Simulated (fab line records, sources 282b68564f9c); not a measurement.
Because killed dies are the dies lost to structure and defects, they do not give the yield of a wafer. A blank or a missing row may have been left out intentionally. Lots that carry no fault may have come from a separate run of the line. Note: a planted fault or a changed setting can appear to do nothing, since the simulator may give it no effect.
Comparing a struck lot with a sound one -- flow rit_cmos -- 14 steps out of a route of 202
Sound: wafers L874.1, L874.2, L874.4. Wafers L880.1, L880.2, L880.6 were the ones struck. At the end, the cause is stated.
Order at every step that has rows: each side's tool, ch and its chambers, its first start. Under that, the readings that differ: sound wafers -- struck wafers -- difference of the means -- sigmas: that difference in standard deviations of wafers without a fault.
alike: a reading whose means differ by less than 2 such deviations, as well as words and numbers matching on both sides. not compared: withheld readings; readings where some wafer has no value; bounds like >300 that might hide an equal value; numbers whose values overlap and for which the record gives no deviation.
The two part at a step that has a row with sigmas, a row that says differs or no value, or rows on one side only. Numbers that don't overlap but have no deviation are shown without sigmas and don't part them. Lack of a reading on every wafer of one side parts them only where that side has two or more wafers.

first, 2 steps without rows for these wafers: RIT_PLDD_PEB_04; RIT_PLDD_DEVELOP_05 (develop time 50 s).
RIT_PLDD_OVL_MEAS_06:
  sound on overlay-01 at day 4 08:24; struck on overlay-02 at day 5 12:38
  alike: PLDD_OVL
then, 2 steps without rows for these wafers: RIT_PLDD_HARDBAKE_07 (time 60 s); RIT_PLDD_IMPLANT_08.
RIT_PLDD_STRIP_09: strips in O2, time 180 s.
  sound on plasma_asher-01 ch 0,1, day 4 08:44; struck on plasma_asher-04 ch 0,1, day 5 12:58
  alike: chamber_pressure_mTorr, drypump_motor_current_A
  not compared: rf_hours_counter_h
RIT_PLDD_TW_MEAS_10:
  sound on film_metro-02 at day 4 08:55; struck on film_metro-02 at day 5 13:08
  alike: PLDD_TW
then, 4 steps without rows for these wafers: RIT_SPACER_CLEAN_00 (cleans in SC1, time 600 s); RIT_SPACER_CLEAN_01 (cleans in dHF, time 30 s); RIT_SPACER_CLEAN_02 (cleans in SC2, time 600 s); RIT_SPACER_CVD_03 (deposits Si3N4 from SiH2Cl2/NH3, target thk 250 nm, time 3300 s).
RIT_SPACER_THK_MEAS_04:
  sound on film_metro-04 at day 4 11:15; struck on film_metro-02 at day 5 15:29
  alike: SPACER_NITRIDE_THK
RIT_SPACER_ETCHBACK_05: etches Si3N4 in SF6/CHF3, stops on SiO2, target depth 250 nm, time 240 s.
  sound on rie_diel-01 ch 0,2,3, day 4 11:19; struck on rie_diel-01 ch 1,3, day 5 15:33
reading,sound,struck,difference,sigmas
oes_product_au (a.u.),0.863 0.825 0.864,0.684 0.673 0.678,-0.172,-11
model.etch.depth_nm (nm),252.4 250.6 249.1,186 184.1 182.7,-66,
model.poly-Si_of_GATE_CVD_08.thk_nm (nm),167.9 167.9 169.8,194.6 193.5 193.3,+25.3,
model.Si3N4_of_SPACER_CVD_03.thk_nm (nm),198.6 196.5 197.2,217.9 218.1 217.1,+20.3,
  alike: CHF3_flow_sccm, chamber_pressure_mTorr, drypump_motor_current_A, throttle_valve_pct
  not compared: rf_hours_counter_h
RIT_M1_PROBE_99:
  sound on prober-01 at day 4 22:22; struck on prober-01 at day 6 02:45
reading,sound,struck,difference,sigmas
killed_at_front_end,4 6 5,264 264 264,+259,+86
killed_dies,4 6 5,264 264 264,+259,+86
killed_on_rim,0 3 3,70 70 70,+68,+49
  alike: killed_open, killed_short

## WHERE THEY PART
First at RIT_SPACER_ETCHBACK_05; last, within this record, at RIT_M1_PROBE_99.

WHY: whatever the simulator had introduced
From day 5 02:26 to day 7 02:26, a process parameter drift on rie_diel-01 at RIT_SPACER_ETCHBACK_05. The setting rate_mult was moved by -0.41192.
